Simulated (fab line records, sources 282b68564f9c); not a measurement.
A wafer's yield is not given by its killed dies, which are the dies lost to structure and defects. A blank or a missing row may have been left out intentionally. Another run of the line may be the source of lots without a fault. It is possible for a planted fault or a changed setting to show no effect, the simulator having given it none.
8D (eight disciplines) problem report, filled in by code -- flow rit cmos -- the parts of the form that need people (team, actions taken, sign-off) are left out

1. WHAT IS WRONG
At RIT_SILICIDE_RTA_06, wafer_temp_C_max averages 692.9 over 6 wafers from 2 lots, while fault-free wafers read 753.0, standard deviation 0.64. That is -94 standard deviations from the usual mean.
The step: time 10 s, ramp up 5 s, ramp down 10 s.
First seen on wafer L582.2, day 4 21:31, on rtp anneal-02. Wafers with a number at this step in the record: 39, from 13 lots. Rule for "out" (also "out of limits"): further than 4 standard deviations from the usual mean. All remaining wafers that have a number are taken as sound.

2. WHAT IT IS, AND WHAT IT ISN'T
question,is,is not
which readings at this step,wafer_temp_C_max,-
which lots,"L582, L584","L574, L575, L578, L579, L587, L589, L591, L593, L595, L596, L597"
which wafers of those lots,all that have a number,-
read on which tools,rtp anneal-02,rtp anneal-01
when,from day 4 21:31,"up to then (12 sound wafers); but 21 sound wafers of L587, L589, L591, L593, L595, L596, L597 came after"

3. WHAT RULES OUT EACH SUSPECT
Counting: any tool at a process step up to the reading is kept as a suspect provided that every lot that is out went through it and no sound lot did after the first of them.
- rtp anneal-02 at RIT_SILICIDE_RTA_06 (time 10 s, ramp up 5 s, ramp down 10 s): ruled out as a lasting fault. The sound lots L596 went through it after L582, its earliest lot that is out (day 4 21:31).
Left after counting: nothing in the record.

4. THE CAUSE (what the simulator had put in)
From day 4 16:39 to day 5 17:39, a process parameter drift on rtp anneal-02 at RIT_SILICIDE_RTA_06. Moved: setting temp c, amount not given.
Counting ruled it out, wrongly.

5. THE CHAIN OF EFFECTS, in route order
One row per reading whose mean, taken over the struck wafers that have a number, lies over 3 standard deviations from the usual. Only readings for which the record gives a usual standard deviation are gone through. hours: the time from each lot's start at the first step in this table that gives one to its start at this step, as a median over the lots. sigmas: the change in usual standard deviations.
hours,step,reading,usual,on struck wafers,change,sigmas
0,RIT_SILICIDE_RTA_06,wafer_temp_C_max,753.0,692.9,-60.1,-94
The process steps in it:
- RIT_SILICIDE_RTA_06: time 10 s, ramp up 5 s, ramp down 10 s.

6. HOW IT WOULD HAVE BEEN CAUGHT EARLIER
The fault began at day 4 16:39; the first out-of-limits reading in this record came at day 4 21:31, 5 hours later.
